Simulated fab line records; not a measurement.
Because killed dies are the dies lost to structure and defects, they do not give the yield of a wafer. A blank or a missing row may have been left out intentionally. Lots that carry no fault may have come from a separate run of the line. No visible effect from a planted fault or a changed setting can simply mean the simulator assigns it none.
A lot that was struck, set against a sound lot    flow rit cmos    14 out of 202 route steps
Sound: wafers L941.1, L941.3, L941.5. The struck wafers were L938.2, L938.4, L938.5. The cause is given at the end.
For every step that has rows: the tool of each side, followed by ch and its chambers, followed by its first start. Under that, the readings that differ: sound wafers    struck wafers    difference of the means    sigmas: that difference in standard deviations of wafers without a fault.
alike: words and numbers the same on both sides, and readings whose means are apart by under 2 such deviations; not compared: readings that were withheld, readings missing a value for some wafer, numbers with overlapping values and no deviation given by the record, and bounds like >300 which may hide the same value.
A row with sigmas, a row that says differs or no value, or rows on one side alone: a step with any of these is where the two part. Non-overlapping numbers with no deviation appear without sigmas and do not part them. Lack of a reading on every wafer of one side parts them only where that side has two or more wafers.

first, 2 steps without rows for these wafers: RIT_PWELL_HARDBAKE_07 (time 120 s); RIT_PWELL_IMPLANT_08.
RIT_PWELL_STRIP_09: strips in O2, time 180 s.
  sound on plasma asher-03 ch 0,1, day 5 21:55; struck on plasma asher-03 ch 1, day 5 08:37
  alike: drypump motor current A, o2 flow sccm
  not compared: rf hours counter h
RIT_PWELL_TW_MEAS_10:
  struck on film metro-02, day 5 08:47; sound on film metro-01, day 5 22:06
  alike: PWELL_TW
then, 1 step without rows for these wafers: RIT_WELLDRIVE_ANNEAL_00 (time 14700 s).
RIT_WELLDRIVE_RS_MEAS_01: measures by four-point-probe.
  struck on film metro-01, day 5 14:09; sound on film metro-04, day 6 04:35
reading            sound              struck             difference  sigmas
NWELL_RS (ohm/sq)  275.9 276.4 276.1  273.7 274.7 274.7  -1.8        -2
RIT_WELLDRIVE_RS_MEAS_02: measures by four-point-probe.
  struck on film metro-01, day 5 14:16; sound on film metro-04, day 6 04:43
  alike: PWELL_RS
then, 5 steps without rows for these wafers: RIT_NRETRO_HMDS_00 (prime time 60 s); RIT_NRETRO_COAT_01 (resist thk 1300 nm); RIT_NRETRO_SOFTBAKE_02 (time 60 s); RIT_NRETRO_EXPOSE_03 (exposes mask M4, target cd 43900 nm); RIT_NRETRO_PEB_04.
RIT_NRETRO_DEVELOP_05: develop time 68 s.
  struck on litho track-01, day 5 15:00; sound on litho track-01 ch 0, day 6 05:00
  no value came back on the struck wafers for chill plate temp C (C), develop time s (s), exhaust pa (Pa); on the sound wafers chill plate temp C (C) reads 23.01 22.98 23.06
RIT_NRETRO_OVL_MEAS_06:
  struck on overlay-01, day 5 15:23; sound on overlay-02, day 6 05:50
reading          sound         struck  difference                     sigmas
NRETRO_OVL (nm)  -0.5 1.0 1.3  - - -   no value on the struck wafers  

WHERE THEY PART
Last at RIT_NRETRO_OVL_MEAS_06 as far as this record goes, first at RIT_WELLDRIVE_RS_MEAS_01.

WHY: the cause the simulator had injected
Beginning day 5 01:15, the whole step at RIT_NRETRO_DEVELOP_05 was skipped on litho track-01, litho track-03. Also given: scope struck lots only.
